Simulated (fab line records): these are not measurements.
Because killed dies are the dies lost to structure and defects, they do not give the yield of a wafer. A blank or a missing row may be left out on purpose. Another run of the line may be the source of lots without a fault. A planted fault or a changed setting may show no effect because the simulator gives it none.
Comparing a struck lot with a sound one -- flow rit_cmos -- 15 steps out of a route of 202
Sound: the wafers L948.2, L948.3, L948.5. Wafers L956.1, L956.2, L956.4 were the ones struck. The cause is named last.
Per side, at each step with rows, come the tool, then ch with its chambers, and then its first start. Under that, the readings that differ: sound wafers -- struck wafers -- difference of the means -- sigmas: that difference in standard deviations of wafers without a fault.
alike: words and numbers the same on both sides, and readings whose means are apart by under 2 such deviations; not compared: readings that were withheld, readings missing a value for some wafer, numbers with overlapping values and no deviation given by the record, and bounds like >300 which may hide the same value.
The two part at a step that has a row with sigmas, a row that says differs or no value, or rows on one side only. Numbers that don't overlap but have no deviation are shown without sigmas and don't part them. A reading that every wafer of one side lacks parts them only if that side has two wafers or more.

first, 6 steps without rows for these wafers: RIT_PRETRO_HMDS_00 (prime time 60 s); RIT_PRETRO_COAT_01 (resist thk 1300 nm); RIT_PRETRO_SOFTBAKE_02 (time 60 s); RIT_PRETRO_EXPOSE_03 (exposes mask M5, target cd 43700 nm); RIT_PRETRO_PEB_04; RIT_PRETRO_DEVELOP_05 (develop time 68 s).
RIT_PRETRO_OVL_MEAS_06:
  struck on overlay-01, day 6 16:01; sound on overlay-02, day 4 10:02
  alike: PRETRO_OVL
then, 2 steps without rows for these wafers: RIT_PRETRO_HARDBAKE_07 (time 120 s); RIT_PRETRO_IMPLANT_08.
RIT_PRETRO_STRIP_09: strips in O2, time 180 s.
  sound on plasma_asher-04 ch 0, day 4 10:28; struck on plasma_asher-01 ch 0,1, day 6 16:28
reading,sound,struck,difference,sigmas
rf_refl_power_W (W),6.1 6.1 6.5,8.6 8.5 7.8,+2.1,+2
  alike: drypump_motor_current_A
  not compared: rf_hours_counter_h
RIT_PRETRO_TW_MEAS_10:
  struck on film_metro-04, day 6 16:38; sound on film_metro-04, day 4 10:39
  alike: PRETRO_TW
then, 1 step without rows for these wafers: RIT_GATE_WET_ETCH_00 (etches SiO2 in BOE, target depth 56 nm, time 60 s).
RIT_GATE_CLEAN_01: cleans in SC1, time 607.7 s.
  sound on wet_bench-02 ch 3, day 4 10:45; struck on wet_bench-03 ch 1, day 6 16:43
  no value came back on the struck wafers for bath_guard_temp_C (C), bath_heat_duty_pct (%); on the sound wafers bath_guard_temp_C (C) reads 74.1 74.0 73.9
then, 1 step without rows for these wafers: RIT_GATE_CLEAN_02 (cleans in dHF, time 30 s).
RIT_M1_PROBE_99:
  record: rows for the struck wafers here (prober-02, day 8 04:40), none for the sound ones

== WHERE THEY PART ==
At RIT_PRETRO_STRIP_09 first; at RIT_M1_PROBE_99 last (within this record only).

WHY: the cause the simulator had injected
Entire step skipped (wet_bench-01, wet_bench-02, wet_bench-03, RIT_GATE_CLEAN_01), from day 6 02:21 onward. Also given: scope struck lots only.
